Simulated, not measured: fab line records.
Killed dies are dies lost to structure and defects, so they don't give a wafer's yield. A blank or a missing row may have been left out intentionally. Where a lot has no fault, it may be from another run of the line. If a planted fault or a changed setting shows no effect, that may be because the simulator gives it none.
Code-filled problem report in 8D (eight disciplines) form	flow rit-cmos	the parts of the form that need people (team, actions taken, sign-off) are left out

1. PROBLEM STATEMENT
At RIT_CONTACT_CD_MEAS_08, cd-nm averages 987.8 nm over 6 wafers from 2 lots, while fault-free wafers read 1000.1 nm, standard deviation 2. That is -6.2 standard deviations from the usual mean.
The step: target cd 1000 nm.
First observed at day 5 06:52: wafer L441.1, on cd-sem-02. The record has a number at this step for 42 wafers belonging to 14 lots. The rule behind "out" and "out of limits": a value lying over 4 standard deviations away from the usual mean. The rest of the wafers with a number are treated as sound.

2. WHAT IT IS; WHAT IT IS NOT
question	is	is not
which readings at this step	cd-nm	-
which lots	L441, L442	L432, L435, L436, L437, L438, L440, L443, L447, L449, L451, L454, L455
which wafers of those lots	all that have a number	-
read on which gauges	cd-sem-02	cd-sem-01
when	from day 5 06:52	up to then (18 sound wafers); but 18 sound wafers of L443, L447, L449, L451, L454, L455 came after

3. WHAT RULES OUT EACH SUSPECT
Counting: a tool stays on the suspect list if, at a process step up to the reading, it processed all lots that are out and no sound lot following the first of them.
- the gauge at RIT_CONTACT_CD_MEAS_08 is ruled out. All the wafers that are out were read on cd-sem-02, but those of them that RIT_CONTACT_DEVELOP_07 has rows for are out there too, on other tools.
- litho-track-04 at RIT_CONTACT_DEVELOP_07 (develop time 120 s): ruled out as a lasting fault. After its first lot that is out, L441 (day 5 06:00), sound lots L454, L455 ran on it.
Left after counting: nothing in the record.

4. THE CAUSE (what the simulator had put in)
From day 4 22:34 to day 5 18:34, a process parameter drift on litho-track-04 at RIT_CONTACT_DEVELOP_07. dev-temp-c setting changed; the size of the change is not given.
The count ruled it out by mistake, since the rule takes a fault to strike every lot its tool runs from the start of the fault on, and this one did not do so.

5. SEQUENCE OF EFFECTS, ordered by route
Each row: a reading whose mean over the struck wafers that have a number lies more than 3 standard deviations from the usual. Readings are gone through only where the record gives a usual standard deviation; hours: the median, over the lots, of the time from a lot's start at the first step in this table giving one to that lot's start at this step; sigmas: the change measured in usual standard deviations.
hours	step	reading	usual	on struck wafers	change	sigmas
0	RIT_CONTACT_DEVELOP_07	developer-temp-C	23.01 C	25.32	+2.31	+24
1	RIT_CONTACT_CD_MEAS_08	cd-nm	1000.1 nm	987.8	-12.3	-6.2
The process steps in it:
- RIT_CONTACT_DEVELOP_07: develop time 120 s.

6. HOW IT WOULD HAVE BEEN CAUGHT EARLIER
In this record the first reading out of limits at a measuring or inspecting step was taken at day 5 06:52, 8 hours after the fault began at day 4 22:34.
Tool's own readings at RIT_CONTACT_DEVELOP_07, developer-temp-C: out on all struck wafers the step has rows for; an alarm limit on them would have tripped on the first.
